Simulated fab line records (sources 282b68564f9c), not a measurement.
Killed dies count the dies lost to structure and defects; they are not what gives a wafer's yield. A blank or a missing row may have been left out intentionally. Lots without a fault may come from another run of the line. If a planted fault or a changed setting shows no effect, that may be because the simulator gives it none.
Split-lot experiment	flow ritCmos	5 lots, 23 wafers read, on a route of 202 steps

THE SPLIT ITSELF
At RIT_ACTIVE_ETCH_13 (etches Si3N4 in SF6, stops on SiO2, time 210 s, target depth 210 nm), the setting rfW was moved away from the recipe's 125 W on 6 of the 23 wafers read, by +9.4% to +12.0%. The other wafers ran this setting at the recipe's value.

The file shows no step between the split and the reading.

THE READING
SiO2_of_ACTIVE_OXIDATION_01.thkNm (the simulator's own value, which no gauge read), in nm, at RIT_FOX2_WET_ETCH_03 (etches Si3N4 in H3PO4, target depth 195 nm, time 2700 s). The file gives no usual value for it. Here, 17 wafers ran the recipe; their average is 42.58 nm with a standard deviation of 1.2 nm.

wafer	tool, chamber at the split	rfW as run, W	against the recipe	SiO2_of_ACTIVE_OXIDATION_01.thkNm, nm	against lot-mates on the recipe
L077.1	rieDiel-03, 3	125	recipe	42.54	-
L077.3	rieDiel-03, 2	125	recipe	43.34	-
L077.4	rieDiel-03, 0	125	recipe	44.35	-
L077.5	rieDiel-03, 3	125	recipe	43.57	-
L077.6	rieDiel-03, 0	125	recipe	44.39	-
L080.1	rieDiel-04, 2	125	recipe	42.81	-
L080.2	rieDiel-04, 0	125	recipe	43.14	-
L080.3	rieDiel-04, 1	136.8	+9.4%	40.06	-2.95
L080.4	rieDiel-04, 3	125	recipe	43.08	-
L080.5	rieDiel-04, 2	136.8	+9.4%	36.92	-6.09
L081.1	rieDiel-01, 0	140	+12.0%	35.7	-6.90
L081.2	rieDiel-01, 3	125	recipe	42.26	-
L081.4	rieDiel-01, 1	125	recipe	42.85	-
L081.5	rieDiel-01, 1	140	+12.0%	40.4	-2.20
L081.6	rieDiel-01, 0	125	recipe	42.69	-
L083.2	rieDiel-04, 2	125	recipe	40.58	-
L083.3	rieDiel-04, 1	139.4	+11.5%	36.32	-4.72
L083.4	rieDiel-04, 3	139.4	+11.5%	33.8	-7.24
L083.5	rieDiel-04, 2	125	recipe	40.46	-
L083.6	rieDiel-04, 1	125	recipe	42.07	-
L084.2	rieDiel-01, 2	125	recipe	39.76	-
L084.5	rieDiel-01, 1	125	recipe	43.45	-
L084.6	rieDiel-01, 0	125	recipe	42.6	-

FIT RESULTS
A straight line over all 23 wafers: SiO2_of_ACTIVE_OXIDATION_01.thkNm changes by -0.492 nm for each +1% of rfW; r = -0.84; the points scatter about the line by 1.6 nm.
The same after taking each lot's own level away (the mean of its wafers on the recipe; 23 wafers): -0.453 nm for each +1%; r = -0.88; scatter 1.3 nm.
The reading moves by 5.4 nm for the largest change in rfW, on that fit.
The lots' own levels span 41.037 to 43.638 nm, that is 2.1 times the standard deviation above.
The two slopes agree, so the slope changes little with the lot-to-lot level.
Check: for one of the wafers moved furthest among these (+12.0%), held out of the fit, the line's prediction against its lot-mates is -5.09 nm. It came out at -6.9 nm against them.

FURTHER SPLITS ON THESE WAFERS
Before the reading, these wafers also passed through other splits. Each is held against what the fit with the lots' levels taken away leaves over:
other split on the same wafers	wafers away from the commonest value	r with SiO2_of_ACTIVE_OXIDATION_01.thkNm (lot level and that fit taken away)
RIT_ACTIVE_COAT_06 spinRpm	8	-0.17

THE WHOLE CHAIN: every reading that the file lists as answering this split, in the file's order
step	what it does	reading	change (the file's fit)	r (the file's)
RIT_ACTIVE_ETCH_13	etches Si3N4 in SF6, stops on SiO2, time 210 s, target depth 210 nm	SiO2_of_ACTIVE_OXIDATION_01.thkNm (the simulator's own value, which no gauge read)	-0.512 nm for each +1% of the setting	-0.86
RIT_FOX2_WET_ETCH_03	etches Si3N4 in H3PO4, target depth 195 nm, time 2700 s	SiO2_of_ACTIVE_OXIDATION_01.thkNm (the simulator's own value, which no gauge read)	-0.454 nm for each +1% of the setting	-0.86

FILE'S OWN FIT
SiO2_of_ACTIVE_OXIDATION_01.thkNm changes by -0.454 nm for each +1% of rfW, r = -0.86.
